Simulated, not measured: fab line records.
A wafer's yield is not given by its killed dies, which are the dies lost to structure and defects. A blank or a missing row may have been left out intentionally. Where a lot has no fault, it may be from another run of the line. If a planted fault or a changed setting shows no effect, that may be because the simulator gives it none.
Chamber matching ; flow rit-cmos ; RIT_GATE_ETCH_19 on rie-si-02: 4 sister chambers
The step etches poly-Si in SF6/CHF3/O2, stops on SiO2, time 161.2 s, target depth 312.5 nm. 8 wafers are shown with their chamber, then 9 later ones without.

## WAFERS, EACH WITH ITS CHAMBER
wafer;chamber;throttle-valve-pct (%);drypump-motor-current-A (A)
L183.5;0;10.05;6.1
L185.2;3;10.27;5.8
L187.1;3;10.27;5.8
L187.2;1;9.96;5.5
L187.5;1;9.96;5.6
L189.1;0;10.06;6.1
L189.2;2;10.15;6.5
L189.5;2;10.14;6.5

## WAFERS WITHOUT THEIR CHAMBER
wafer;throttle-valve-pct (%);drypump-motor-current-A (A)
L195.2;10.27;5.8
L195.3;10.03;6.0
L195.4;10.12;6.5
L197.1;10.04;6.1
L197.5;9.95;5.5
L197.6;10.14;6.5
L199.1;10.27;5.8
L199.2;9.95;5.6
L199.4;10.14;6.5

## CHAMBER TAKEN BY EACH
wafer;from the rows above;in truth
L195.2;3;3
L195.3;0;0
L195.4;2;2
L197.1;0;0
L197.5;1;1
L197.6;2;2
L199.1;3;3
L199.2;1;1
L199.4;2;2
Correctly placed: 9 of 9. Left unplaced by these rows: 0. 0 placed wrongly.
How it was worked out, from the rows above alone: a wafer's distance from a chamber is the root of the sum, over the readings, of the square of ((its reading less the chamber's mean) divided by the reading's scatter). The wafer belongs to the nearest chamber; if the next one is less than 2 further off, it can't be placed. The mean given for a chamber averages the wafers shown for that chamber. The scatter: take each reading less its chamber's mean, square it, sum over the shown wafers, divide by the number of wafers less the number of chambers, and take the root.
